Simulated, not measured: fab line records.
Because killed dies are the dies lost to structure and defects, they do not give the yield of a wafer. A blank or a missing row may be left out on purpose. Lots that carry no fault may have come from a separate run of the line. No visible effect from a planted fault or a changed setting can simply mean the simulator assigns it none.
What tool caused it? / flow berkeley_cmos170 / Sampling: 14 lots, 42 wafers, 2 of 331 route steps

== WHAT THE GAUGES READ, wafer by wafer ==
UCB170_PLDD_TW_MEAS_11. Usual: PLDD_TW 1006, standard deviation 5.1.
lot=L740; measured=day 7 12:49; on=film_metro-04; PLDD_TW=1018 1011 1017; flag=
lot=L744; measured=day 8 06:02; on=film_metro-02; PLDD_TW=1002 1001 1002; flag=
lot=L742; measured=day 8 06:44; on=film_metro-03; PLDD_TW=1001 1003 1006; flag=
lot=L743; measured=day 8 07:23; on=film_metro-03; PLDD_TW=1004 1010 1004; flag=
lot=L745; measured=day 8 16:11; on=film_metro-04; PLDD_TW=1017 1017 1011; flag=
lot=L748; measured=day 8 20:56; on=film_metro-02; PLDD_TW=992 999 996; flag=
lot=L750; measured=day 8 21:13; on=film_metro-04; PLDD_TW=1055 1058 1059; flag=OFF
lot=L747; measured=day 8 21:40; on=film_metro-02; PLDD_TW=1000 1003 999; flag=
lot=L751; measured=day 10 03:32; on=film_metro-04; PLDD_TW=1007 1014 1008; flag=
lot=L752; measured=day 10 03:47; on=film_metro-03; PLDD_TW=1053 1043 1048; flag=OFF
lot=L754; measured=day 10 17:17; on=film_metro-03; PLDD_TW=1005 1000 996; flag=
lot=L756; measured=day 10 18:01; on=film_metro-04; PLDD_TW=1010 1007 1005; flag=
lot=L759; measured=day 11 11:07; on=film_metro-03; PLDD_TW=1001 1003 1006; flag=
lot=L761; measured=day 12 11:16; on=film_metro-03; PLDD_TW=1008 1008 1009; flag=

== WHICH TOOL RAN EACH LOT (tool, then ch and the chambers of the sampled wafers, then the start) ==
lot=L740; UCB170_PLDD_IMPLANT_08=implanter-04 ch 0, day 7 12:26
lot=L744; UCB170_PLDD_IMPLANT_08=implanter-04 ch 0, day 8 05:40
lot=L742; UCB170_PLDD_IMPLANT_08=implanter-03 ch 0, day 8 06:21
lot=L743; UCB170_PLDD_IMPLANT_08=implanter-04 ch 0, day 8 06:59
lot=L745; UCB170_PLDD_IMPLANT_08=implanter-03 ch 0, day 8 15:49
lot=L748; UCB170_PLDD_IMPLANT_08=implanter-03 ch 0, day 8 20:33
lot=L750; UCB170_PLDD_IMPLANT_08=implanter-04 ch 0, day 8 20:49
lot=L747; UCB170_PLDD_IMPLANT_08=implanter-03 ch 0, day 8 21:16
lot=L751; UCB170_PLDD_IMPLANT_08=implanter-02 ch 0, day 10 03:10
lot=L752; UCB170_PLDD_IMPLANT_08=implanter-04 ch 0, day 10 03:23
lot=L754; UCB170_PLDD_IMPLANT_08=implanter-03 ch 0, day 10 16:53
lot=L756; UCB170_PLDD_IMPLANT_08=implanter-02 ch 0, day 10 17:37
lot=L759; UCB170_PLDD_IMPLANT_08=implanter-03 ch 0, day 11 10:43
lot=L761; UCB170_PLDD_IMPLANT_08=implanter-02 ch 0, day 12 10:52
- UCB170_PLDD_IMPLANT_08

== AS READ BY THE TOOLS THEMSELVES (means over the sampled wafers that have a number; for cases with no such wafer, the mark the record gives instead) ==
UCB170_PLDD_IMPLANT_08. Usual: 10.000 for beam_energy_keV, sd 0.0031.
lot=L740 tool=implanter-04 beam_energy_keV=10.003 flag=
lot=L744 tool=implanter-04 beam_energy_keV=10.002 flag=
lot=L742 tool=implanter-03 beam_energy_keV=9.998 flag=
lot=L743 tool=implanter-04 beam_energy_keV=10.002 flag=
lot=L745 tool=implanter-03 beam_energy_keV=10.000 flag=
lot=L748 tool=implanter-03 beam_energy_keV=10.001 flag=
lot=L750 tool=implanter-04 beam_energy_keV=13.495 flag=OFF
lot=L747 tool=implanter-03 beam_energy_keV=10.002 flag=
lot=L751 tool=implanter-02 beam_energy_keV=10.002 flag=
lot=L752 tool=implanter-04 beam_energy_keV=13.500 flag=OFF
lot=L754 tool=implanter-03 beam_energy_keV=10.000 flag=
lot=L756 tool=implanter-02 beam_energy_keV=9.996 flag=
lot=L759 tool=implanter-03 beam_energy_keV=10.001 flag=
lot=L761 tool=implanter-02 beam_energy_keV=10.001 flag=

== THE ANSWER, worked out from the rows above alone ==
Rule: a lot is off if the mean of its wafers that have a number lies more than 3 standard deviations from the usual mean. A lot without any number at a reading at which 4 lots or more have one is off too. Any other lot the step has rows for is counted as sound. After the gauges, taken in route order, come the tools' own readings; for these a lot's mean is taken, as printed above. At the first step where some lot is off, the reading lying furthest off is the one used; lots without a number count as furthest.
Off: at UCB170_PLDD_TW_MEAS_11 (PLDD_TW), L750, L752.
If a tool, at a process step before that reading, ran all the lots that are off and no sound lot after the first of them, it fits. Not tried: the gauges at UCB170_PLDD_TW_MEAS_11; whatever is off there is also off at UCB170_PLDD_IMPLANT_08, on other tools, and gauge error can't account for it. One fits: UCB170_PLDD_IMPLANT_08 on implanter-04. Its last sound lot is L743 (day 8 06:59), its first lot that is off L750 (day 8 20:49): a fault that began between those two fits.
On the lots that are off, the tool's own readings at UCB170_PLDD_IMPLANT_08 differ by more than 5 times the standard deviation of the sound lots' means, which bears it out; beam_energy_keV reads 13.497 there versus 10.001 on the sound lots.

== WHAT HAD BEEN PUT IN BY THE SIMULATOR ==
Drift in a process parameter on implanter-04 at UCB170_PLDD_IMPLANT_08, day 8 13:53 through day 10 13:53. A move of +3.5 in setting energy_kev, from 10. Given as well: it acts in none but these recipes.
Shown lots that were struck: L750, L752. The rule given above showed the same thing.
